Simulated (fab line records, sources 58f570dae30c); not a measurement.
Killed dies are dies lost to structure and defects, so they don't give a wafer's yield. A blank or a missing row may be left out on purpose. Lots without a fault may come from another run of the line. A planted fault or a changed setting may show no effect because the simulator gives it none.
Which tool did it? | flow berkeley_cmos170 | 11 lots, 33 wafers sampled, at 3 steps of a route of 331

WHAT THE GAUGES READ, wafer by wafer
UCB170_NWELL_THK_MEAS_05.
lot  | measured    | on            | NWELL_NITRIDE_THK (nm)
L370 | day 2 13:31 | film_metro-03 | 227.8 228.2 228.2
L371 | day 2 17:56 | film_metro-02 | 224.8 223.2 225.2
L373 | day 3 03:05 | film_metro-03 | 219.7 219.2 220.4
L372 | day 3 03:05 | film_metro-04 | 223.2 225.3 225.3
L374 | day 3 06:30 | film_metro-02 | 226.0 223.9 225.2
L375 | day 3 13:24 | film_metro-02 | 223.2 225.7 225.4
L382 | day 5 05:10 | film_metro-04 | 191.0 190.8 191.0
L383 | day 5 05:10 | film_metro-02 | 189.6 187.9 190.2
L386 | day 5 19:53 | film_metro-04 | 223.5 222.9 223.1
L389 | day 6 09:44 | film_metro-02 | 224.1 220.9 221.5
L391 | day 6 21:05 | film_metro-02 | 224.8 222.9 224.5

WHICH TOOL RAN EACH LOT (tool, then ch and the chambers of the sampled wafers, then the start)
lot  | UCB170_ZERO_ETCH_06               | UCB170_NWELL_CVD_04
L370 | rie_diel-03 ch 0,1,2, day 2 04:32 | lpcvd-02 ch 0, day 2 11:32
L371 | rie_diel-01 ch 1,2,3, day 2 04:54 | lpcvd-02 ch 0, day 2 16:01
L373 | rie_diel-04 ch 0,2,3, day 2 11:36 | lpcvd-02 ch 1, day 3 01:09
L372 | rie_diel-01 ch 0,2, day 2 11:50   | lpcvd-02 ch 1, day 3 01:09
L374 | rie_diel-03 ch 0,2,3, day 2 18:22 | lpcvd-02 ch 0, day 3 04:33
L375 | rie_diel-01 ch 0,3, day 3 00:58   | lpcvd-01 ch 1, day 3 10:29
L382 | rie_diel-03 ch 0,1,2, day 4 18:28 | lpcvd-01 ch 0, day 5 03:14
L383 | rie_diel-01 ch 0,2,3, day 4 18:43 | lpcvd-01 ch 1, day 5 03:14
L386 | rie_diel-03 ch 0,1,3, day 5 05:01 | lpcvd-02 ch 0, day 5 15:32
L389 | rie_diel-03 ch 0,1,2, day 5 22:16 | lpcvd-02 ch 1, day 6 07:49
L391 | rie_diel-04 ch 0,2,3, day 6 06:46 | lpcvd-02 ch 1, day 6 19:08
- UCB170_ZERO_ETCH_06: etches SiO2 in CHF3/CF4/Ar, time 12 s.
- UCB170_NWELL_CVD_04: deposits Si3N4 from SiH2Cl2/NH3, target thk 224 nm, time 3360 s.

THE ANSWER, worked out from the rows above alone
Rule: what is usual is taken from the lots themselves. Put in order of their means at a reading, lots are off if they are a third of the lots or fewer, leave a main group of 4 or more, and stand apart from it by a gap of 3 or more times the standard deviation of the main group's means; of several such gaps the widest counts. A main group whose means are all the same, to the digits that the tables above print for the reading, isn't used. A lot without any number at a reading at which 4 lots or more have one is off too. The other lots that the step has rows for count as sound.
Off: L382, L383, at UCB170_NWELL_THK_MEAS_05 (NWELL_NITRIDE_THK). The main group: mean 224.0 nm, standard deviation 2.1.
A tool fits if, at a process step before that reading, it ran every lot that is off, and no sound lot after the first of them. The gauges at UCB170_NWELL_THK_MEAS_05 are tried like those tools. One fits: lpcvd-01 at UCB170_NWELL_CVD_04. Its last sound lot is L375 (day 3 10:29), its first lot that is off L382 (day 5 03:14): a fault that began between those two fits.

WHAT THE SIMULATOR HAD PUT IN
Process parameter drift: lpcvd-01, from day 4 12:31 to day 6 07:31, at UCB170_NWELL_CVD_04. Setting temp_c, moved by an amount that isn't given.
Lots struck among those shown: L382, L383. The rule above found the same.
